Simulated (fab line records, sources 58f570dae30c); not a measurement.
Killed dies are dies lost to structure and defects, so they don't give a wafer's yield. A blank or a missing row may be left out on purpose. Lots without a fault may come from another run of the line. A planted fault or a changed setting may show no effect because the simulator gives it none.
Which tool did it? | flow berkeley_cmos170 | 14 lots, 42 wafers sampled, at 2 steps of a route of 331

WHAT THE GAUGES READ, wafer by wafer
UCB170_NWELL_THK_MEAS_02. Usual: NWELL_OXIDE_THK 26.3 nm, standard deviation 0.44.
lot  | measured    | on            | NWELL_OXIDE_THK (nm) | flag
L761 | day 2 06:04 | film_metro-01 | 25.9 26.0 25.9       |
L762 | day 2 13:06 | film_metro-02 | 26.7 25.7 26.3       |
L764 | day 2 19:53 | film_metro-01 | 26.2 25.8 26.5       |
L765 | day 2 19:57 | film_metro-01 | 26.3 26.8 26.4       |
L766 | day 3 12:05 | film_metro-01 | 26.1 26.3 26.0       |
L767 | day 3 12:05 | film_metro-02 | 25.7 26.2 25.7       |
L769 | day 4 00:30 | film_metro-03 | 26.8 26.7 26.7       |
L771 | day 4 08:24 | film_metro-03 | 26.3 26.6 26.8       |
L775 | day 5 07:10 | film_metro-02 | 25.7 26.7 26.4       |
L777 | day 5 18:16 | film_metro-02 | 27.1 26.8 26.6       |
L779 | day 6 01:20 | film_metro-02 | 26.0 26.0 26.4       |
L778 | day 6 01:20 | film_metro-01 | 26.5 26.3 25.9       |
L780 | day 6 13:14 | film_metro-03 | 25.9 25.8 25.3       |
L782 | day 6 22:19 | film_metro-03 | 25.8 26.3 25.9       |

WHICH TOOL RAN EACH LOT (tool, then ch and the chambers of the sampled wafers, then the start)
lot  | UCB170_ZERO_HMDS_00
L761 | litho_track-03 ch 0, day 1 22:46
L762 | litho_track-04 ch 0, day 2 05:22
L764 | litho_track-04 ch 0, day 2 14:25
L765 | litho_track-03 ch 0, day 2 14:25
L766 | litho_track-03 ch 0, day 3 03:30
L767 | litho_track-04 ch 0, day 3 07:26
L769 | litho_track-01 ch 0, day 3 17:25
L771 | litho_track-01 ch 0, day 4 01:41
L775 | litho_track-01 ch 0, day 5 00:31
L777 | litho_track-03 ch 0, day 5 10:11
L779 | litho_track-04 ch 0, day 5 16:54
L778 | litho_track-01 ch 0, day 5 16:55
L780 | litho_track-03 ch 0, day 6 07:38
L782 | litho_track-03 ch 0, day 6 13:06
- UCB170_ZERO_HMDS_00: prime time 60 s.

WHAT THE TOOLS THEMSELVES READ (means of the sampled wafers that have a number; where no wafer has one, the mark that the record gives instead)
UCB170_ZERO_HMDS_00. Usual: prime_temp_c 100.02 C, standard deviation 0.12.
lot  | tool           | prime_temp_c (C) | flag
L761 | litho_track-03 | 100.02           |
L762 | litho_track-04 | 100.11           |
L764 | litho_track-04 | 100.17           |
L765 | litho_track-03 | 99.97            |
L766 | litho_track-03 | 100.12           |
L767 | litho_track-04 | 100.10           |
L769 | litho_track-01 | 100.13           |
L771 | litho_track-01 | 100.16           |
L775 | litho_track-01 | 103.31           | OFF
L777 | litho_track-03 | 100.01           |
L779 | litho_track-04 | 100.05           |
L778 | litho_track-01 | 103.18           | OFF
L780 | litho_track-03 | 100.08           |
L782 | litho_track-03 | 100.00           |

THE ANSWER, worked out from the rows above alone
Rule: a lot is off if the mean of its wafers that have a number lies more than 3 standard deviations from the usual mean. A lot without any number at a reading at which 4 lots or more have one is off too. The other lots that the step has rows for count as sound. The gauges are gone through in route order, then the tools' own readings, and for those a lot's mean is taken as printed above. The first step at which some lot is off is used, and at that step the reading that is off furthest; a lot without a number counts as furthest.
Off: L775, L778, at UCB170_ZERO_HMDS_00 (prime_temp_c).
A tool fits if, at that step or a process step before it, it ran every lot that is off, and no sound lot after the first of them. One fits: litho_track-01 at UCB170_ZERO_HMDS_00. Its last sound lot is L771 (day 4 01:41), its first lot that is off L775 (day 5 00:31): a fault that began between those two fits.
The tool's own readings at UCB170_ZERO_HMDS_00 bear it out: on the lots that are off they differ by more than 5 times the standard deviation of the sound lots' means. prime_temp_c reads 103.25 C there against 100.08 C on the sound lots.

WHAT THE SIMULATOR HAD PUT IN
Process parameter drift: litho_track-01, from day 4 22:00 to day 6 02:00, at UCB170_ZERO_HMDS_00. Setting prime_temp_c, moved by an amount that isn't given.
Lots struck among those shown: L775, L778. The rule above found the same.
